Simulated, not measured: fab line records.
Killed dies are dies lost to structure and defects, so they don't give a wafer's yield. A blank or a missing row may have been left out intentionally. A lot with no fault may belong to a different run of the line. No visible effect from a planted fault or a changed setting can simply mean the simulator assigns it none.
A struck lot beside a sound one	flow berkeley cmos170	20 steps out of a route of 331
Sound: these wafers, L986.1, L986.2, L986.5. Wafers L983.1, L983.2, L983.4 were the ones struck. The cause comes at the end.
At each step with rows: each side's tool, then ch and its chambers, then its first start. Under that, the readings that differ: sound wafers	struck wafers	difference of the means	sigmas: that difference in standard deviations of wafers without a fault.
alike: readings with means less than 2 such deviations apart, plus words and numbers identical on both sides. not compared: withheld readings, readings lacking a value on some wafer, bounds such as >300 that could conceal the same value, and numbers that have no deviation in the record and whose values overlap.
Wherever a step has rows on one side only, a row that says differs or no value, or a row with sigmas, the two part there. Non-overlapping numbers with no deviation appear without sigmas and do not part them. A reading that every wafer of one side lacks parts them only if that side has two wafers or more.

UCB170_GATE_CD_MEAS_12: target cd 350 nm.
  sound on cd sem-02, day 9 14:12; struck on cd sem-01, day 8 17:30
  alike: cd nm
UCB170_GATE_OVL_MEAS_13:
  sound on overlay-02, day 9 14:19; struck on overlay-01, day 8 17:37
  alike: GATE_OVL
UCB170_GATE_ETCH_14: etches BARC in N2/H2.
  sound on rie diel-02 ch 0,1,2, day 9 14:22; struck on rie diel-02 ch 0,1,3, day 8 17:40
  alike: drypump motor current A, oes product au, throttle valve pct
UCB170_GATE_ETCH_15: etches poly-Si in HBr/Cl2, stops on SiO2, time 56.3 s, target depth 278.2 nm.
  sound on rie si-02 ch 0,1, day 9 14:24; struck on rie si-01 ch 0,1,3, day 8 17:42
reading	sound	struck	difference	sigmas
oes product au (a.u.)	0.798 0.816 0.811	0.862 0.829 0.862	+0.043	+3
  alike: drypump motor current A, throttle valve pct
  not compared: rf hours counter h
UCB170_GATE_STRIP_16: strips in O2.
  sound on plasma asher-02 ch 0,1, day 9 14:27; struck on plasma asher-01 ch 0,1, day 8 17:45
  alike: drypump motor current A, oes product au
  not compared: rf hours counter h
UCB170_GATE_CD_MEAS_90: target cd 350 nm.
  sound on cd sem-01, day 9 14:33; struck on cd sem-02, day 8 17:53
  alike: cd nm
then, 6 steps without rows for these wafers: UCB170_GATE_CLEAN_17 (cleans in SPM, time 600 s); UCB170_PLDD_HMDS_00 (prime time 60 s); UCB170_PLDD_COAT_01 (resist thk 900 nm); UCB170_PLDD_SOFTBAKE_02 (time 60 s); UCB170_PLDD_EXPOSE_03 (exposes mask PSELECT, target cd 1200 nm); UCB170_PLDD_PEB_04.
UCB170_PLDD_DEVELOP_05: develop time 45 s.
  sound on litho track-03 ch 0, day 9 16:00; struck on litho track-02 ch 0, day 8 18:00
  alike: resist line temp C
UCB170_PLDD_OVL_MEAS_07:
  sound on overlay-01, day 9 16:16; struck on overlay-02, day 8 19:09
  alike: PLDD_OVL
then, 2 steps without rows for these wafers: UCB170_PLDD_IMPLANT_08; UCB170_PLDD_IMPLANT_09.
UCB170_PLDD_STRIP_10: strips in O2.
  sound on plasma asher-04 ch 0,1, day 9 16:36; struck on plasma asher-02 ch 0,1, day 8 19:29
  alike: drypump motor current A, oes product au, strip time to endpoint s
  not compared: rf hours counter h
UCB170_PLDD_TW_MEAS_11:
  sound on film metro-03, day 9 16:42; struck on film metro-02, day 8 19:35
reading	sound	struck	difference	sigmas
PLDD_TW	1004 1004 1006	30 30 30	-975	-99 or more
then, 1 step without rows for these wafers: UCB170_PLDD_CLEAN_12 (cleans in SPM, time 600 s).
UCB170_M3_PROBE_99:
  rows exist in the record for the struck wafers here (prober-01, day 10 10:12), but not for the sound ones

== WHERE THEY PART ==
Earliest at UCB170_GATE_ETCH_15; latest, in this record, at UCB170_M3_PROBE_99.

WHY: whatever the simulator had introduced
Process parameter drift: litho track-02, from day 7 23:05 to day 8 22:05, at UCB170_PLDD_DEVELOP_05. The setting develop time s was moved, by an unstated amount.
